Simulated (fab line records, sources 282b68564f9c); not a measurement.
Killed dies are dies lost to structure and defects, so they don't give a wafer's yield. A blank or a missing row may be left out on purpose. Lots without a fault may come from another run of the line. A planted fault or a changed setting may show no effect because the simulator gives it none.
fab line records | flow rit_cmos
record lots=6 wafers=18 last_day=6
route steps=202 shown SDANNEAL@153 PSD@157 NSD@158 PLDD@159 NLDD@160 SILICIDE@161 CONTACT@168 M1@184
lots that met no fault: from a run of the same line without faults
start_h: hours from the record's first day to the start of the lot's first wafer shown | wait_h: hours since the lot's step before | " the same as in the row above | L1.1+2: a row that stands for several wafers | - no value, or no start given | * or withheld: withheld | < > ~ a bound
route shown NAME@n: a module of which the file shows steps, and the number in the route of the first | usual: mean/standard deviation of fault-free wafers | same: alike in all rows | chamber/n: place in a boat | sites: the reading at each site | _std_site: their standard deviation | _edge_site: outer sites' mean less inner sites' | radius_mm: how far each site lies from the wafer's centre | mask NAME#n: copy n | behind: the tool/chamber that last shaped the wafer | hold: why the lot was held/for how many hours/how that ended | device: the transistor (n, p or np) that didn't switch | end of line: the same wafers' tests at the end of the route | a step without rows: its recipe alone | killed: dies lost to structure and defects at the first sort, not the wafer's yield | map: a wafer's dies, x killed, . not, _ none there
set.NAME: the setting as run; set.NAME@STEP: as run at that earlier step | model.NAME: the simulator's own value behind a step, which no gauge read
lots at some steps of the route; a table a step, a row a wafer
services: from which hour (start_h, from the record's first day; less than 0 if before it) a tool's chamber was out of use, for how many hours, and why
## steps
# step RIT_SDANNEAL_CLEAN_00
# recipe chemistry=SC1 mix=3:3:50 time_s=600 temp_c=75
# step RIT_SDANNEAL_CLEAN_01
# recipe chemistry=dHF dilution=50:1 time_s=30
# step RIT_SDANNEAL_CLEAN_02
# recipe chemistry=SC2 mix=3:3:50 time_s=600 temp_c=75 dry=n2_spin
# step RIT_SDANNEAL_RTA_03
# recipe temp_c=1050 time_s=5 idle_temp_c=600 ramp_up_c_per_s=342 ramp_down_c_per_s=171 cool_to_c=600 ambient=N2
# usual ramp_up_c_per_s=342.00/0.062 wafer_temp_C_max=1053.4/1.2
# columns lot.wafer tool chamber start_h wait_h ramp_up_c_per_s wafer_temp_C_max
L483.3 rtp_anneal-01 0 60.94 0.0 341.97 1054.4
L483.4 " 0 " " 342.03 1053.4
L483.6 " 0 " " 342.04 1052.5
L488.2 rtp_anneal-02 0 84.95 0.0 341.91 1055.1
L488.5 " 0 " " 341.93 1052.7
L488.6 " 0 " " 342.03 1051.9
L491.2 rtp_anneal-01 0 99.54 0.0 342.08 1053.1
L491.4 " 0 " " 341.95 1053.1
L491.6 " 0 " " 341.96 1053.8
L493.2 rtp_anneal-01 0 109.21 0.0 341.99 1052.9
L493.5 " 0 " " 342.01 1051.9
L493.6 " 0 " " 341.92 1056.3
L496.2 rtp_anneal-02 0 124.00 0.0 341.95 1051.3
L496.3 " 0 " " 342.09 1053.2
L496.5 " 0 " " 341.98 1053.0
L500.3 rtp_anneal-02 0 144.60 0.0 341.96 1053.1
L500.4 " 0 " " 342.03 1053.3
L500.5 " 0 " " 342.09 1054.5
# step RIT_SDANNEAL_RS_MEAS_04
# recipe thk_meas_gauge=four-point-probe
# usual PSD_RS=115.9/0.33
# columns lot.wafer tool chamber start_h wait_h PSD_RS[ohm/sq]
L483.3 film_metro-03 - 61.02 0.1 115.2
L483.4 " - " " 115.3
L483.6 " - " " 115.4
L488.2 film_metro-03 - 85.02 0.1 116.0
L488.5 " - " " 116.0
L488.6 " - " " 116.0
L491.2 film_metro-02 - 99.61 0.1 116.1
L491.4 " - " " 116.1
L491.6 " - " " 115.8
L493.2 film_metro-03 - 109.28 0.1 116.4
L493.5 " - " " 116.3
L493.6 " - " " 116.1
L496.2 film_metro-04 - 124.07 0.1 115.8
L496.3 " - " " 115.5
L496.5 " - " " 116.1
L500.3 film_metro-04 - 144.68 0.1 116.1
L500.4 " - " " 115.7
L500.5 " - " " 115.8
# step RIT_SDANNEAL_RS_MEAS_05
# recipe thk_meas_gauge=four-point-probe
# usual NSD_RS=84.5/0.31
# columns lot.wafer tool chamber start_h wait_h NSD_RS[ohm/sq]
L483.3 film_metro-03 - 61.14 0.1 85.1
L483.4 " - " " 85.1
L483.6 " - " " 85.2
L488.2 film_metro-03 - 85.14 0.1 85.0
L488.5 " - " " 84.3
L488.6 " - " " 84.9
L491.2 film_metro-02 - 99.73 0.1 84.8
L491.4 " - " " 84.6
L491.6 " - " " 84.8
L493.2 film_metro-03 - 109.40 0.1 84.5
L493.5 " - " " 84.8
L493.6 " - " " 84.4
L496.2 film_metro-04 - 124.19 0.1 84.3
L496.3 " - " " 84.3
L496.5 " - " " 84.5
L500.3 film_metro-04 - 144.80 0.1 84.4
L500.4 " - " " 84.5
L500.5 " - " " 84.9
# step RIT_SDANNEAL_RS_MEAS_06
# recipe thk_meas_gauge=four-point-probe
# usual PLDD_RS=178.8/0.47
# columns lot.wafer tool chamber start_h wait_h PLDD_RS[ohm/sq]
L483.3 film_metro-03 - 61.26 0.1 178.5
L483.4 " - " " 178.7
L483.6 " - " " 178.8
L488.2 film_metro-03 - 85.26 0.1 179.2
L488.5 " - " " 178.7
L488.6 " - " " 178.8
L491.2 film_metro-02 - 99.85 0.1 178.7
L491.4 " - " " 179.0
L491.6 " - " " 179.4
L493.2 film_metro-03 - 109.52 0.1 178.8
L493.5 " - " " 178.8
L493.6 " - " " 178.5
L496.2 film_metro-04 - 124.31 0.1 178.9
L496.3 " - " " 178.9
L496.5 " - " " 179.0
L500.3 film_metro-04 - 144.92 0.1 179.2
L500.4 " - " " 178.7
L500.5 " - " " 178.4
# step RIT_SDANNEAL_RS_MEAS_07
# recipe thk_meas_gauge=four-point-probe
# usual NLDD_RS=151.7/0.63
# columns lot.wafer tool chamber start_h wait_h NLDD_RS[ohm/sq]
L483.3 film_metro-03 - 61.38 0.1 151.4
L483.4 " - " " 151.4
L483.6 " - " " 151.0
L488.2 film_metro-03 - 85.38 0.1 151.9
L488.5 " - " " 151.8
L488.6 " - " " 152.5
L491.2 film_metro-02 - 99.97 0.1 151.5
L491.4 " - " " 152.4
L491.6 " - " " 152.3
L493.2 film_metro-03 - 109.64 0.1 151.3
L493.5 " - " " 151.2
L493.6 " - " " 151.8
L496.2 film_metro-04 - 124.43 0.1 151.1
L496.3 " - " " 151.8
L496.5 " - " " 151.3
L500.3 film_metro-04 - 145.04 0.1 152.4
L500.4 " - " " 151.7
L500.5 " - " " 151.7
# step RIT_SILICIDE_WET_ETCH_00
# recipe chemistry=BOE target=SiO2 target_depth_nm=14 time_s=15 dry=n2_spin dilution=10:1 temp_c=21.5
# step RIT_SILICIDE_SPUTTER_01
# recipe material=Ti target_thk_nm=30 power_w=350 chamber_pressure_pa=0.667 gas=Ar time_s=229.5 substrate_temp_c=25
# usual throttle_valve_pct=30.2/0.83
# columns lot.wafer tool chamber start_h wait_h throttle_valve_pct
L483.3 pvd_sputter-01 - 61.47 0.0 31.3
L483.4 " - " " 29.7
L483.6 " - " " 31.2
L488.2 pvd_sputter-04 - 85.50 0.0 30.3
L488.5 " - " " 29.7
L488.6 " - " " 30.3
L491.2 pvd_sputter-01 - 100.08 0.0 29.8
L491.4 " - " " 31.2
L491.6 " - " " 30.6
L493.2 pvd_sputter-01 - 109.75 0.0 29.6
L493.5 " - " " 31.2
L493.6 " - " " 29.8
L496.2 pvd_sputter-01 - 124.54 0.0 29.7
L496.3 " - " " 29.9
L496.5 " - " " 29.9
L500.3 pvd_sputter-01 - 145.13 0.0 29.7
L500.4 " - " " 30.9
L500.5 " - " " 30.9
# step RIT_SILICIDE_RS_MEAS_02
# recipe thk_meas_gauge=four-point-probe reads=Ti_of_SILICIDE_SPUTTER_01
# usual SILICIDE_TI_RS=50.7/0.57
# columns lot.wafer tool chamber start_h wait_h SILICIDE_TI_RS[ohm/sq]
L483.3 film_metro-03 - 61.66 0.1 50.7
L483.4 " - " " 50.4
L483.6 " - " " 51.0
L488.2 film_metro-01 - 85.67 0.1 50.8
L488.5 " - " " 50.7
L488.6 " - " " 50.4
L491.2 film_metro-03 - 100.40 0.2 50.8
L491.4 " - " " 50.3
L491.6 " - " " 50.8
L493.2 film_metro-04 - 109.92 0.1 50.3
L493.5 " - " " 50.7
L493.6 " - " " 50.3
L496.2 film_metro-03 - 124.71 0.1 51.0
L496.3 " - " " 51.3
L496.5 " - " " 50.9
L500.3 film_metro-01 - 145.32 0.1 50.3
L500.4 " - " " 50.7
L500.5 " - " " 50.7
# step RIT_SILICIDE_THK_MEAS_03
# recipe thk_meas_gauge=xrf reads=Ti_of_SILICIDE_SPUTTER_01
# usual SILICIDE_TI_THK=28.26/0.26
# columns lot.wafer tool chamber start_h wait_h SILICIDE_TI_THK[nm]
L483.3 film_metro-03 - 61.76 0.1 28.10
L483.4 " - " " 28.21
L483.6 " - " " 28.03
L488.2 film_metro-01 - 85.78 0.1 28.17
L488.5 " - " " 28.39
L488.6 " - " " 28.27
L491.2 film_metro-03 - 100.51 0.1 28.17
L491.4 " - " " 28.50
L491.6 " - " " 28.16
L493.2 film_metro-04 - 110.03 0.1 28.29
L493.5 " - " " 28.33
L493.6 " - " " 28.41
L496.2 film_metro-03 - 124.82 0.1 28.14
L496.3 " - " " 27.91
L496.5 " - " " 28.13
L500.3 film_metro-01 - 145.42 0.1 28.44
L500.4 " - " " 28.41
L500.5 " - " " 28.22
# step RIT_SILICIDE_RTA_04
# recipe temp_c=650 time_s=10 idle_temp_c=25 ramp_up_s=5 ramp_down_s=5 cool_to_c=25 ambient=N2
# usual wafer_temp_C_max=653.3/0.72
# columns lot.wafer tool chamber start_h wait_h wafer_temp_C_max
L483.3 rtp_anneal-02 0 61.84 0.1 654.7
L483.4 " 0 " " 653.6
L483.6 " 0 " " 653.4
L488.2 rtp_anneal-01 0 85.84 0.1 652.9
L488.5 " 0 " " 653.8
L488.6 " 0 " " 654.1
L491.2 rtp_anneal-02 0 100.57 0.1 655.4
L491.4 " 0 " " 653.9
L491.6 " 0 " " 654.1
L493.2 rtp_anneal-02 0 110.10 0.1 652.8
L493.5 " 0 " " 653.7
L493.6 " 0 " " 652.6
L496.2 rtp_anneal-01 0 124.88 0.1 653.2
L496.3 " 0 " " 653.6
L496.5 " 0 " " 653.1
L500.3 rtp_anneal-01 0 145.48 0.1 654.8
L500.4 " 0 " " 653.1
L500.5 " 0 " " 653.3
# step RIT_SILICIDE_WET_ETCH_05
# recipe chemistry=SPM target=Ti temp_c=90 time_s=120 dry=n2_spin
# step RIT_SILICIDE_RTA_06
# recipe temp_c=750 time_s=10 idle_temp_c=25 ramp_up_s=5 ramp_down_s=10 cool_to_c=25 ambient=N2
# step RIT_CONTACT_CVD_00
# recipe material=SiO2 target_thk_nm=400 precursor=TEOS temp_c=390 time_s=61 rf_w=400
# usual heater_power_w=328/53
# columns lot.wafer tool chamber start_h wait_h heater_power_w
L483.3 pecvd-04 0 62.04 0.0 395
L483.4 " 1 " " 409
L483.6 " 2 " " 279
L488.2 pecvd-03 2 86.00 0.0 380
L488.5 " 1 " " 315
L488.6 " 2 " " 393
L491.2 pecvd-03 1 100.73 0.0 267
L491.4 " 1 " " 286
L491.6 " 2 " " 387
L493.2 pecvd-01 2 110.26 0.0 343
L493.5 " 2 " " 352
L493.6 " 0 " " 369
L496.2 pecvd-01 2 125.05 0.0 297
L496.3 " 0 " " 368
L496.5 " 0 " " 359
L500.3 pecvd-04 0 145.64 0.0 390
L500.4 " 0 " " 398
L500.5 " 2 " " 252
# step RIT_CONTACT_THK_MEAS_01
# recipe reads=SiO2_of_CONTACT_CVD_00
# usual CONTACT_TEOS_THK=400/4.9
# columns lot.wafer tool chamber start_h wait_h CONTACT_TEOS_THK[nm]
L483.3 film_metro-01 - 62.11 0.0 397
L483.4 " - " " 413
L483.6 " - " " 401
L488.2 film_metro-01 - 86.06 0.0 394
L488.5 " - " " 402
L488.6 " - " " 399
L491.2 film_metro-01 - 100.79 0.0 397
L491.4 " - " " 404
L491.6 " - " " 406
L493.2 film_metro-02 - 110.32 0.0 399
L493.5 " - " " 403
L493.6 " - " " 400
L496.2 film_metro-01 - 125.11 0.0 391
L496.3 " - " " 395
L496.5 " - " " 405
L500.3 film_metro-03 - 145.71 0.0 393
L500.4 " - " " 403
L500.5 " - " " 403
# step RIT_CONTACT_HMDS_02
# recipe prime_time_s=60 prime_temp_c=140
# step RIT_CONTACT_COAT_03
# recipe resist=NOVOLAK spin_rpm=3250 resist_thk_nm=1000
# step RIT_CONTACT_SOFTBAKE_04
# recipe resist=NOVOLAK temp_c=90 time_s=60
# step RIT_CONTACT_EXPOSE_05
# recipe mask_id=M11 na=0.6 source_shape=conventional sigma_outer=0.5 target_cd_nm=1000 dose_mj=250
# step RIT_CONTACT_PEB_06
# recipe resist=NOVOLAK temp_c=withheld time_s=withheld
# step RIT_CONTACT_DEVELOP_07
# recipe resist=NOVOLAK develop_time_s=120 dev_temp_c=23
# step RIT_CONTACT_CD_MEAS_08
# recipe target_cd_nm=1000
# usual cd_nm=1000.6/2.3
# columns lot.wafer tool chamber start_h wait_h cd_nm
L483.3 cd_sem-01 - 63.28 - 999.2
L483.4 " - " " 1002.5
L483.6 " - " " 1001.2
L488.2 cd_sem-01 - 87.22 - 999.3
L488.5 " - " " 999.5
L488.6 " - " " 1000.6
L491.2 cd_sem-02 - 101.96 - 999.7
L491.4 " - " " 999.7
L491.6 " - " " 1002.0
L493.2 cd_sem-01 - 111.67 - 997.9
L493.5 " - " " 996.6
L493.6 " - " " 995.5
L496.2 cd_sem-02 - 126.15 - 1000.7
L496.3 " - " " 1000.7
L496.5 " - " " 998.9
L500.3 cd_sem-02 - 146.88 - 1000.9
L500.4 " - " " 1004.0
L500.5 " - " " 1001.2
# step RIT_CONTACT_OVL_MEAS_09
# usual CONTACT_OVL=0.2/1.4
# columns lot.wafer tool chamber start_h wait_h CONTACT_OVL[nm]
L483.3 overlay-02 - 63.38 0.1 -0.4
L483.4 " - " " -1.6
L483.6 " - " " -0.6
L488.2 overlay-02 - 87.33 0.1 -1.2
L488.5 " - " " -0.5
L488.6 " - " " -0.5
L491.2 overlay-02 - 102.06 0.1 1.5
L491.4 " - " " 0.8
L491.6 " - " " 1.3
L493.2 overlay-01 - 111.78 0.1 0.1
L493.5 " - " " 0.4
L493.6 " - " " 0.5
L496.2 overlay-01 - 126.25 0.1 2.6
L496.3 " - " " 1.2
L496.5 " - " " 1.3
L500.3 overlay-01 - 146.97 0.1 -2.5
L500.4 " - " " -0.1
L500.5 " - " " 0.0
# step RIT_CONTACT_HARDBAKE_10
# recipe resist=NOVOLAK temp_c=140 time_s=60
# step RIT_CONTACT_ETCH_11
# recipe target_depth_a=4800 over_etch_frac=0.2 stop_on=TiSi2 chemistry=CHF3/CF4/Ar target=SiO2 CHF3_flow_sccm=50 cf4_flow_sccm=10 Ar_flow_sccm=100 O2_flow_sccm=5 pressure_mtorr=100 rf_w=200 time_s=320
# usual O2_flow_sccm=4.998/0.016 drypump_motor_current_A=5.8/0.44 oes_product_au=0.987/0.016 throttle_valve_pct=8.92/0.12
# columns lot.wafer tool chamber start_h wait_h O2_flow_sccm drypump_motor_current_A oes_product_au rf_hours_counter_h throttle_valve_pct
L483.3 rie_diel-01 1 63.55 0.1 4.976 6.6 1.000 6 8.67
L483.4 " 2 " " 4.975 5.7 1.019 56 8.97
L483.6 " 0 " " 5.007 5.5 0.995 - 8.87
L488.2 rie_diel-02 1 87.51 0.1 4.979 4.9 1.002 150 8.80
L488.5 " 0 " " 5.039 5.3 0.968 - 8.90
L488.6 " 1 " " 4.989 5.0 0.997 - 8.78
L491.2 rie_diel-04 0 102.24 0.1 4.982 6.2 0.969 6 8.89
L491.4 " 2 " " 4.998 6.2 0.967 8 9.07
L491.6 " 2 " " 4.998 6.2 0.975 - 9.07
L493.2 rie_diel-02 0 111.96 0.1 5.016 5.3 0.973 5 8.90
L493.5 " 0 " " 5.008 5.3 0.969 - 8.90
L493.6 " 3 " " 5.001 6.0 0.999 - 9.04
L496.2 rie_diel-04 3 126.54 0.1 5.001 5.4 0.998 3 9.02
L496.3 " 1 " " 5.011 5.8 0.976 86 8.80
L496.5 " 0 " " 5.011 6.2 0.971 - 8.91
L500.3 rie_diel-01 3 147.14 0.1 5.003 5.6 0.995 6 9.06
L500.4 " 3 " " 4.993 5.5 0.992 - 9.06
L500.5 " 1 " " 5.008 6.6 0.994 - 8.66
# step RIT_CONTACT_STRIP_12
# recipe chemistry=O2 time_s=180 resist=NOVOLAK platen_temp_c=withheld power_w=500 pressure_mtorr=4000 o2_flow_sccm=4000
# step RIT_CONTACT_CD_MEAS_90
# recipe target_cd_nm=1000
# usual cd_nm=1000.5/2.2
# columns lot.wafer tool chamber start_h wait_h cd_nm
L483.3 cd_sem-02 - 63.96 0.1 999.0
L483.4 " - " " 1002.5
L483.6 " - " " 1001.0
L488.2 cd_sem-02 - 87.90 0.1 999.3
L488.5 " - " " 999.6
L488.6 " - " " 1000.3
L491.2 cd_sem-01 - 102.63 0.1 999.7
L491.4 " - " " 1000.1
L491.6 " - " " 1001.9
L493.2 cd_sem-01 - 112.35 0.1 997.9
L493.5 " - " " 996.8
L493.6 " - " " 995.9
L496.2 cd_sem-02 - 126.92 0.1 1000.6
L496.3 " - " " 1000.4
L496.5 " - " " 998.9
L500.3 cd_sem-02 - 147.55 0.1 1001.2
L500.4 " - " " 1004.4
L500.5 " - " " 1001.5
# step RIT_CONTACT_CLEAN_13
# recipe chemistry=SC1 mix=3:3:50 time_s=600 temp_c=74.14
# step RIT_CONTACT_CLEAN_14
# recipe chemistry=SC2 mix=3:3:50 time_s=600 temp_c=75 dry=n2_spin
# step RIT_M1_SPUTTER_00
# recipe material=Al target_thk_nm=400 power_w=2000 chamber_pressure_pa=0.4 gas=Ar time_s=500 substrate_temp_c=25
# usual throttle_valve_pct=30.7/0.91
# columns lot.wafer tool chamber start_h wait_h throttle_valve_pct
L483.3 pvd_sputter-03 - 64.40 0.0 32.5
L483.4 " - " " 30.7
L483.6 " - " " 32.5
L488.2 pvd_sputter-02 - 88.35 0.0 31.3
L488.5 " - " " 30.1
L488.6 " - " " 31.6
L491.2 pvd_sputter-03 - 103.08 0.0 32.3
L491.4 " - " " 30.6
L491.6 " - " " 32.4
L493.2 pvd_sputter-03 - 112.82 0.0 30.3
L493.5 " - " " 30.2
L493.6 " - " " 32.4
L496.2 pvd_sputter-02 - 127.37 0.0 31.4
L496.3 " - " " 31.0
L496.5 " - " " 31.4
L500.3 pvd_sputter-02 - 148.00 0.0 31.4
L500.4 " - " " 31.3
L500.5 " - " " 31.3
# step RIT_M1_RS_MEAS_01
# recipe thk_meas_gauge=four-point-probe reads=Al_of_M1_SPUTTER_00
# usual M1_AL_RS=0.0733/0.00076
# columns lot.wafer tool chamber start_h wait_h M1_AL_RS[ohm/sq]
L483.3 film_metro-02 - 64.74 0.2 0.0731
L483.4 " - " " 0.0736
L483.6 " - " " 0.0729
L488.2 film_metro-02 - 88.66 0.2 0.0734
L488.5 " - " " 0.0751
L488.6 " - " " 0.0736
L491.2 film_metro-02 - 103.40 0.2 0.0729
L491.4 " - " " 0.0732
L491.6 " - " " 0.0732
L493.2 film_metro-04 - 113.13 0.2 0.0737
L493.5 " - " " 0.0739
L493.6 " - " " 0.0736
L496.2 film_metro-02 - 127.69 0.2 0.0725
L496.3 " - " " 0.0734
L496.5 " - " " 0.0725
L500.3 film_metro-04 - 148.33 0.2 0.0720
L500.4 " - " " 0.0726
L500.5 " - " " 0.0729
# step RIT_M1_THK_MEAS_02
# recipe thk_meas_gauge=xrf reads=Al_of_M1_SPUTTER_00
# usual M1_AL_THK=405/4.4
# columns lot.wafer tool chamber start_h wait_h M1_AL_THK[nm]
L483.3 film_metro-02 - 64.84 0.1 405
L483.4 " - " " 401
L483.6 " - " " 408
L488.2 film_metro-02 - 88.77 0.1 403
L488.5 " - " " 396
L488.6 " - " " 403
L491.2 film_metro-02 - 103.51 0.1 406
L491.4 " - " " 407
L491.6 " - " " 406
L493.2 film_metro-04 - 113.24 0.1 402
L493.5 " - " " 404
L493.6 " - " " 402
L496.2 film_metro-02 - 127.80 0.1 412
L496.3 " - " " 406
L496.5 " - " " 409
L500.3 film_metro-04 - 148.43 0.1 415
L500.4 " - " " 411
L500.5 " - " " 407
# step RIT_M1_HMDS_03
# recipe prime_time_s=60 prime_temp_c=140
# step RIT_M1_COAT_04
# recipe resist=NOVOLAK spin_rpm=2000 resist_thk_nm=1300
# step RIT_M1_SOFTBAKE_05
# recipe resist=NOVOLAK temp_c=90 time_s=60
# step RIT_M1_EXPOSE_06
# recipe mask_id=M12 na=0.6 source_shape=conventional sigma_outer=0.5 target_cd_nm=2600 dose_mj=250
# step RIT_M1_PEB_07
# recipe resist=NOVOLAK temp_c=withheld time_s=withheld
# step RIT_M1_DEVELOP_08
# recipe resist=NOVOLAK develop_time_s=68 dev_temp_c=23
# step RIT_M1_CD_MEAS_09
# recipe target_cd_nm=2600
# usual cd_nm=2600.3/2.4
# columns lot.wafer tool chamber start_h wait_h cd_nm
L483.3 cd_sem-01 - 65.92 - 2599.3
L483.4 " - " " 2598.7
L483.6 " - " " 2600.6
L488.2 cd_sem-02 - 89.85 - 2600.5
L488.5 " - " " 2601.1
L488.6 " - " " 2599.8
L491.2 cd_sem-02 - 104.46 - 2598.6
L491.4 " - " " 2599.9
L491.6 " - " " 2599.9
L493.2 cd_sem-02 - 114.19 - 2598.5
L493.5 " - " " 2598.3
L493.6 " - " " 2598.8
L496.2 cd_sem-02 - 128.87 - 2598.3
L496.3 " - " " 2600.2
L496.5 " - " " 2599.8
L500.3 cd_sem-02 - 149.56 - 2601.2
L500.4 " - " " 2599.4
L500.5 " - " " 2603.4
# step RIT_M1_OVL_MEAS_10
# usual M1_OVL=-0.5/1.5
# columns lot.wafer tool chamber start_h wait_h M1_OVL[nm]
L483.3 overlay-01 - 66.02 0.1 1.4
L483.4 " - " " 0.3
L483.6 " - " " 0.5
L488.2 overlay-02 - 89.95 0.1 -1.1
L488.5 " - " " -1.3
L488.6 " - " " -1.1
L491.2 overlay-01 - 104.56 0.1 0.8
L491.4 " - " " 0.6
L491.6 " - " " 0.8
L493.2 overlay-02 - 114.30 0.1 -1.0
L493.5 " - " " -1.9
L493.6 " - " " 0.1
L496.2 overlay-02 - 128.98 0.1 0.5
L496.3 " - " " 1.0
L496.5 " - " " 0.9
L500.3 overlay-01 - 149.66 0.1 -2.7
L500.4 " - " " -2.4
L500.5 " - " " -1.8
# step RIT_M1_PROBE_99
# usual killed_at_front_end=7/3 killed_dies=7/3 killed_open=3.2/1.8 killed_short=3.5/2.1
# same gross_dies=264 killed_at_M0_to_M3=0 killed_at_M4_up=0 killed_at_back_side=0 killed_at_contacts=0 killed_at_other=0
# columns lot.wafer tool chamber start_h wait_h killed_at_front_end killed_dies killed_open killed_short model.etest.contact_nplus.end_ohm_um model.etest.contact_pplus.end_ohm_um model.etest.npoly_line.rs_ohm_sq_rim_less_centre model.etest.npoly_line.rs_ohm_sq_range model.etest.npoly_line.rs_ohm_sq model.etest.ppoly_line.rs_ohm_sq model.etest.nplus_sal.rs_ohm_sq_rim_less_centre model.etest.nplus_sal.rs_ohm_sq_range
L483.3 prober-01 - 68.64 0.2 5 5 1 4 40.8 42.17 0.08283 0.2621 17.68 16.93 0.0426 0.09693
L483.4 prober-01 - 68.69 0.2 5 5 3 2 39.8 42.61 -0.2319 0.5086 17.48 16.93 0.0496 0.06748
L483.6 prober-01 - 68.79 0.2 3 3 3 0 39.58 41.2 0.01265 0.3072 17.63 17 0.00364 0.08266
L488.2 prober-01 - 92.54 0.1 14 14 6 8 40.31 41.46 -0.06117 0.3382 17.6 17.11 0.08042 0.1191
L488.5 prober-01 - 92.69 0.2 9 9 4 5 40.63 41.34 0.107 0.6326 17.53 17.05 0.1031 0.1159
L488.6 prober-01 - 92.74 0.2 6 6 3 3 41 41.11 0.326 0.4486 17.66 17.01 0.08878 0.1386
L491.2 prober-02 - 107.14 0.1 4 4 3 1 42.9 43.06 -1.568 1.752 16.92 16.38 -0.4553 0.4967
L491.4 prober-02 - 107.24 0.2 7 7 3 4 43.18 44.45 -1.772 1.848 16.61 16.13 -0.4497 0.4872
L491.6 prober-02 - 107.34 0.2 2 2 0 2 41.69 44.25 -1.559 1.684 16.84 16.31 -0.5081 0.5348
L493.2 prober-02 - 116.89 0.1 7 7 2 5 43.19 46.13 -1.687 1.849 16.63 16.14 -0.4435 0.4641
L493.5 prober-02 - 117.04 0.2 3 3 2 1 40.83 44.64 -1.416 1.55 16.66 16.11 -0.3508 0.3703
L493.6 prober-02 - 117.09 0.2 6 6 6 0 43.19 45.72 -1.622 1.743 16.65 16.02 -0.4292 0.4686
L496.2 prober-01 - 132.67 0.1 2 2 1 1 39.74 44.61 0.03818 0.3653 17.48 17.05 0.07324 0.09067
L496.3 prober-01 - 132.72 0.2 8 8 3 5 38.17 43.13 -0.0734 0.5064 17.67 16.82 0.09247 0.1267
L496.5 prober-01 - 132.82 0.2 6 6 3 3 38.99 43.84 -0.1824 0.5232 17.52 16.91 0.07257 0.1415
L500.3 prober-01 - 153.01 0.2 6 6 3 3 40.09 42.49 0.0447 0.5881 17.66 17.04 0.104 0.1363
L500.4 prober-01 - 153.06 0.2 6 6 3 3 39.12 43.61 0.01324 0.3773 17.66 17.04 0.07491 0.1003
L500.5 prober-01 - 153.11 0.2 6 6 3 3 39.66 43.8 0.02145 0.3691 17.7 17.25 0.07765 0.08445
# killed by level:class
L483.3 SPACER:geometric_particle:short=3 REOX:geometric_particle:short=1 SILICIDE:geometric_particle:open=1
L483.4 GATE:geometric_particle:open=3 GATE:geometric_particle:short=1 SPACER:geometric_particle:short=1
L483.6 SPACER:geometric_particle:open=2 SILICIDE:geometric_particle:open=1
L488.2 GATE:geometric_particle:short=4 FOX1:geometric_particle:open=3 GATE:geometric_particle:open=3 SILICIDE:geometric_particle:short=2 FOX1:geometric_particle:short=1 SPACER:geometric_particle:short=1
L488.5 FOX1:geometric_particle:open=3 GATE:geometric_particle:short=3 FOX1:geometric_particle:short=2 REOX:geometric_particle:open=1
L488.6 GATE:geometric_particle:open=2 FOX1:geometric_particle:short=1 REOX:geometric_particle:short=1 SPACER:geometric_particle:short=1 SILICIDE:geometric_particle:open=1
L491.2 FOX1:geometric_particle:open=2 FOX1:geometric_particle:short=1 SILICIDE:geometric_particle:open=1
L491.4 FOX1:geometric_particle:short=2 FOX1:geometric_particle:open=1 FOX2:geometric_particle:open=1 FOX2:geometric_particle:short=1 REOX:geometric_particle:open=1 SILICIDE:geometric_particle:short=1
L491.6 GATE:geometric_particle:short=1 SPACER:geometric_particle:short=1
L493.2 FOX1:geometric_particle:short=2 FOX2:geometric_particle:short=2 FOX1:geometric_particle:open=1 REOX:geometric_particle:short=1 SILICIDE:geometric_particle:open=1
L493.5 FOX1:geometric_particle:open=1 FOX1:geometric_particle:short=1 SILICIDE:geometric_particle:open=1
L493.6 SPACER:geometric_particle:open=4 FOX1:geometric_particle:open=1 GATE:geometric_particle:open=1
L496.2 GATE:geometric_particle:open=1 GATE:geometric_particle:short=1
L496.3 GATE:geometric_particle:short=3 GATE:geometric_particle:open=2 SPACER:geometric_particle:short=2 FOX1:geometric_particle:open=1
L496.5 GATE:geometric_particle:open=3 SPACER:geometric_particle:short=2 FOX2:geometric_particle:short=1
L500.3 SILICIDE:geometric_particle:short=2 FOX1:geometric_particle:open=1 GATE:geometric_particle:open=1 GATE:geometric_particle:short=1 SILICIDE:geometric_particle:open=1
L500.4 FOX2:geometric_particle:short=2 GATE:geometric_particle:open=2 FOX2:geometric_particle:open=1 SPACER:geometric_particle:short=1
L500.5 SPACER:geometric_particle:open=2 FOX2:geometric_particle:short=1 FOX2:geometric_particle:open=1 GATE:geometric_particle:short=1 SPACER:geometric_particle:short=1
## services
# columns tool chamber start_h hours kind
pvd_sputter-02 - 42.87 1.9 repair
pecvd-03 - 49.33 0.9 repair
rie_diel-02 1 58.30 5.1 repair
pecvd-03 - 69.44 0.7 repair
pvd_sputter-04 - 86.09 1.1 repair
pecvd-03 1 88.59 2.3 repair
rie_diel-02 1 90.58 3.9 repair
rie_diel-02 2 104.33 14.5 repair
rie_diel-01 - 107.19 14.6 pm
rie_diel-04 - 116.13 2.8 pm
pvd_sputter-01 - 118.75 3.2 repair
rie_diel-01 - 122.60 1.5 repair
rie_diel-02 0 128.17 2.4 repair
pecvd-03 - 128.51 5.5 pm
rie_diel-01 2 135.59 19.8 repair
rie_diel-02 1 143.58 - clean
rie_diel-02 1 143.58 21.6 scheduled_down
rie_diel-02 1 143.58 21.6 vent_cycle
rie_diel-02 2 143.72 1.5 repair
pvd_sputter-04 - 144.10 7.5 repair
## key
first_sign none at tools or gauges
model_effect step=RIT_M1_PROBE_99 value=etest.contact_nplus.end_ohm_um without=39.87 struck=42.49
met_at RIT_SILICIDE_RTA_04
struck_wafers L491.2,L491.4,L491.6,L493.2,L493.5,L493.6
tester_left_out L491,L493
onset_between 61.84 100.57
also_fits RIT_SDANNEAL_RTA_03:rtp_anneal-01,RIT_M1_SPUTTER_00:pvd_sputter-03
fault kind=process_parameter_drift tool=rtp_anneal-02 chamber=- onset_h=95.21 steps=RIT_SILICIDE_RTA_04 channel=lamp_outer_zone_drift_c offset=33 shape=step end_h=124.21
# tester_left_out: of these lots the tester's yield and bins aren't shown, on N5 and GAA mostly nor the transistor test; their killed dies are dies lost to structure and defects alone, not to doping, threshold or leakage, so they don't give the yield
